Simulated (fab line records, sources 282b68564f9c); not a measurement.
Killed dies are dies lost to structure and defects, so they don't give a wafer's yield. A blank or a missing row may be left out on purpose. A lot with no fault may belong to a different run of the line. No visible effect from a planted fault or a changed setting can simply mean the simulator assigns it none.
Which tool did it? || flow rit-cmos || 13 lots with 39 wafers sampled at 3 steps, on a route of 202 steps

WHAT EACH GAUGE READ, for each wafer
RIT_PRETRO_TW_MEAS_10.
{"lot": "L157", "measured": "day 2 09:20", "on": "film-metro-03", "PRETRO_TW": "476 474 476"}
{"lot": "L158", "measured": "day 2 13:26", "on": "film-metro-02", "PRETRO_TW": "481 482 483"}
{"lot": "L159", "measured": "day 2 17:13", "on": "film-metro-02", "PRETRO_TW": "483 482 482"}
{"lot": "L162", "measured": "day 3 09:42", "on": "film-metro-02", "PRETRO_TW": "486 481 484"}
{"lot": "L163", "measured": "day 3 15:55", "on": "film-metro-02", "PRETRO_TW": "482 480 481"}
{"lot": "L164", "measured": "day 3 20:01", "on": "film-metro-03", "PRETRO_TW": "476 476 473"}
{"lot": "L166", "measured": "day 4 04:38", "on": "film-metro-02", "PRETRO_TW": "479 480 479"}
{"lot": "L167", "measured": "day 4 09:45", "on": "film-metro-02", "PRETRO_TW": "481 479 480"}
{"lot": "L168", "measured": "day 4 15:40", "on": "film-metro-01", "PRETRO_TW": "484 479 482"}
{"lot": "L170", "measured": "day 5 01:56", "on": "film-metro-01", "PRETRO_TW": "480 477 480"}
{"lot": "L171", "measured": "day 5 05:13", "on": "film-metro-03", "PRETRO_TW": "478 475 476"}
{"lot": "L172", "measured": "day 5 09:56", "on": "film-metro-03", "PRETRO_TW": "475 473 475"}
{"lot": "L180", "measured": "day 7 04:53", "on": "film-metro-01", "PRETRO_TW": "478 479 483"}

RIT_SILICIDE_THK_MEAS_03: measures by xrf.
{"lot": "L157", "measured": "day 3 03:20", "on": "film-metro-02", "SILICIDE_TI_THK (nm)": "29.1 28.9 29.6"}
{"lot": "L158", "measured": "day 3 07:49", "on": "film-metro-02", "SILICIDE_TI_THK (nm)": "28.8 28.8 28.5"}
{"lot": "L159", "measured": "day 3 14:21", "on": "film-metro-03", "SILICIDE_TI_THK (nm)": "29.5 29.2 29.2"}
{"lot": "L162", "measured": "day 4 03:29", "on": "film-metro-02", "SILICIDE_TI_THK (nm)": "29.2 29.8 29.5"}
{"lot": "L163", "measured": "day 4 10:51", "on": "film-metro-02", "SILICIDE_TI_THK (nm)": "28.7 28.8 28.9"}
{"lot": "L164", "measured": "day 4 14:44", "on": "film-metro-02", "SILICIDE_TI_THK (nm)": "28.7 29.1 29.0"}
{"lot": "L166", "measured": "day 4 22:50", "on": "film-metro-04", "SILICIDE_TI_THK (nm)": "28.9 28.7 28.9"}
{"lot": "L167", "measured": "day 5 04:19", "on": "film-metro-02", "SILICIDE_TI_THK (nm)": "28.7 29.0 29.1"}
{"lot": "L168", "measured": "day 5 11:11", "on": "film-metro-02", "SILICIDE_TI_THK (nm)": "29.1 29.2 29.0"}
{"lot": "L170", "measured": "day 5 20:49", "on": "film-metro-03", "SILICIDE_TI_THK (nm)": "29.3 29.0 29.0"}
{"lot": "L171", "measured": "day 6 00:31", "on": "film-metro-04", "SILICIDE_TI_THK (nm)": "29.7 29.2 29.5"}
{"lot": "L172", "measured": "day 6 04:41", "on": "film-metro-04", "SILICIDE_TI_THK (nm)": "28.9 29.2 28.7"}
{"lot": "L180", "measured": "day 8 00:00", "on": "film-metro-03", "SILICIDE_TI_THK (nm)": "29.3 29.1 29.6"}

WHAT TOOL EACH LOT RAN ON (gives the tool, then ch and the chambers of the sampled wafers, and finally the start)
{"lot": "L157", "RIT_PLDD_EXPOSE_03": "iline-stepper-01 ch 0, day 2 19:47"}
{"lot": "L158", "RIT_PLDD_EXPOSE_03": "iline-stepper-01 ch 0, day 2 23:50"}
{"lot": "L159", "RIT_PLDD_EXPOSE_03": "iline-stepper-02 ch 0, day 3 06:38"}
{"lot": "L162", "RIT_PLDD_EXPOSE_03": "iline-stepper-02 ch 0, day 3 19:58"}
{"lot": "L163", "RIT_PLDD_EXPOSE_03": "iline-stepper-01 ch 0, day 4 03:10"}
{"lot": "L164", "RIT_PLDD_EXPOSE_03": "iline-stepper-01 ch 0, day 4 07:07"}
{"lot": "L166", "RIT_PLDD_EXPOSE_03": "iline-stepper-01 ch 0, day 4 14:55"}
{"lot": "L167", "RIT_PLDD_EXPOSE_03": "iline-stepper-01 ch 0, day 4 20:16"}
{"lot": "L168", "RIT_PLDD_EXPOSE_03": "iline-stepper-02 ch 0, day 5 02:25"}
{"lot": "L170", "RIT_PLDD_EXPOSE_03": "iline-stepper-01 ch 0, day 5 12:46"}
{"lot": "L171", "RIT_PLDD_EXPOSE_03": "iline-stepper-02 ch 0, day 5 16:53"}
{"lot": "L172", "RIT_PLDD_EXPOSE_03": "iline-stepper-01 ch 0, day 5 20:38"}
{"lot": "L180", "RIT_PLDD_EXPOSE_03": "iline-stepper-02 ch 0, day 7 14:57"}
- RIT_PLDD_EXPOSE_03: exposes mask M8, target cd 40900 nm.

AS READ BY THE TOOLS THEMSELVES (means over the sampled wafers that have a number; for cases with no such wafer, the mark the record gives instead)
RIT_PLDD_EXPOSE_03.
{"lot": "L157", "tool": "iline-stepper-01", "stage-vel-mm-s (mm/s)": 499.82}
{"lot": "L158", "tool": "iline-stepper-01", "stage-vel-mm-s (mm/s)": 500.13}
{"lot": "L159", "tool": "iline-stepper-02", "stage-vel-mm-s (mm/s)": 499.80}
{"lot": "L162", "tool": "iline-stepper-02", "stage-vel-mm-s (mm/s)": 499.71}
{"lot": "L163", "tool": "iline-stepper-01", "stage-vel-mm-s (mm/s)": 500.09}
{"lot": "L164", "tool": "iline-stepper-01", "stage-vel-mm-s (mm/s)": 500.43}
{"lot": "L166", "tool": "iline-stepper-01", "stage-vel-mm-s (mm/s)": 500.08}
{"lot": "L167", "tool": "iline-stepper-01", "stage-vel-mm-s (mm/s)": 500.11}
{"lot": "L168", "tool": "iline-stepper-02", "stage-vel-mm-s (mm/s)": 499.92}
{"lot": "L170", "tool": "iline-stepper-01", "stage-vel-mm-s (mm/s)": 499.54}
{"lot": "L171", "tool": "iline-stepper-02", "stage-vel-mm-s (mm/s)": 499.70}
{"lot": "L172", "tool": "iline-stepper-01", "stage-vel-mm-s (mm/s)": 500.11}
{"lot": "L180", "tool": "iline-stepper-02", "stage-vel-mm-s (mm/s)": 500.11}

THE ANSWER, worked out from the rows above alone
Rule: the usual values come from the lots themselves. Put in order of their means at a reading, lots are off if they are a third of the lots or fewer, leave a main group of 4 or more, and stand apart from it by a gap of 3 or more times the standard deviation of the main group's means; of several such gaps the widest counts. Not used: any main group whose means are identical at the precision the tables above print for the reading. A lot without any number at a reading at which 4 lots or more have one is off too. The other lots that the step has rows for count as sound. Order of review: gauges by route order, followed by the tools' own readings, for which a lot's mean as printed above is used. At the first step where some lot is off, the reading lying furthest off is the one used; lots without a number count as furthest.
None of the lots is off at any reading shown; this tells nothing.

WHAT THE SIMULATOR PUT IN
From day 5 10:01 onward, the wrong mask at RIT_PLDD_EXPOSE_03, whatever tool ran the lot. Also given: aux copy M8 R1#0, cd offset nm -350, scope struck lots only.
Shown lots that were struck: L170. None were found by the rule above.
